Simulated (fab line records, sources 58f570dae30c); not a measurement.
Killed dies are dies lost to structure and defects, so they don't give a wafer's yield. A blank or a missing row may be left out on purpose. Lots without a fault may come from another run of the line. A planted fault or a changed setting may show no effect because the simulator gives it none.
Chamber matching | flow berkeley_cmos170 | UCB170_GATE_ETCH_15 on rie_si-01: 4 sister chambers
The step etches poly-Si in HBr/Cl2, stops on SiO2, time 56.3 s, target depth 278.2 nm. 14 wafers are shown with their chamber, then 7 later ones without.

WAFERS WITH THEIR CHAMBER
wafer  | chamber | drypump_motor_current_A (A) | throttle_valve_pct (%) | oes_product_au (a.u.)
L265.1 | 0       | 5.63                        | 26.0                   | 0.831
L265.2 | 3       | 5.44                        | 26.9                   | 0.834
L265.3 | 1       | 6.52                        | 26.2                   | 0.844
L264.4 | 0       | 5.62                        | 26.0                   | 0.838
L264.5 | 3       | 5.42                        | 26.9                   | 0.839
L264.6 | 1       | 6.49                        | 26.3                   | 0.847
L267.2 | 0       | 5.62                        | 26.0                   | 0.825
L267.4 | 3       | 5.44                        | 26.9                   | 0.828
L267.5 | 2       | 5.91                        | 26.2                   | 0.809
L268.2 | 2       | 5.92                        | 26.2                   | 0.816
L268.4 | 3       | 5.41                        | 26.9                   | 0.847
L268.6 | 1       | 6.50                        | 26.4                   | 0.809
L272.2 | 2       | 5.90                        | 26.2                   | 0.814
L272.4 | 0       | 5.59                        | 26.0                   | 0.823

SIGNATURES (means of the wafers above)
reading                 | chamber 0 | chamber 1 | chamber 2 | chamber 3 | scatter within a chamber
drypump_motor_current_A | 5.6150    | 6.5033    | 5.9100    | 5.4275    | 0.015
throttle_valve_pct      | 26.000    | 26.300    | 26.200    | 26.900    | 0.0447
oes_product_au          | 0.82925   | 0.83333   | 0.81300   | 0.83700   | 0.0112
Rule: a wafer's distance from a chamber is the root of the sum, over the readings, of the square of ((its reading less the chamber's mean) divided by the reading's scatter). The wafer belongs to the nearest chamber; if the next one is less than 2 further off, it can't be placed. The scatter: the root of (the sum of the squares of (reading less its chamber's mean) over the shown wafers, divided by (wafers less chambers)).

WAFERS WITHOUT THEIR CHAMBER
wafer  | drypump_motor_current_A (A) | throttle_valve_pct (%) | oes_product_au (a.u.)
L272.6 | 5.59                        | 26.0                   | 0.831
L280.1 | 5.62                        | 26.0                   | 0.836
L280.2 | 6.51                        | 26.4                   | 0.816
L280.6 | 5.89                        | 26.2                   | 0.809
L281.1 | 5.91                        | 26.2                   | 0.812
L281.4 | 5.38                        | 26.9                   | 0.842
L281.5 | 6.50                        | 26.3                   | 0.818

WHICH CHAMBER EACH WENT THROUGH
wafer  | from the rows above | in truth
L272.6 | 0                   | 0
L280.1 | 0                   | 0
L280.2 | 1                   | 1
L280.6 | 2                   | 2
L281.1 | 2                   | 2
L281.4 | 3                   | 3
L281.5 | 1                   | 1
Placed correctly: 7 of 7. Can't be placed from these rows: 0. Placed wrongly: 0.
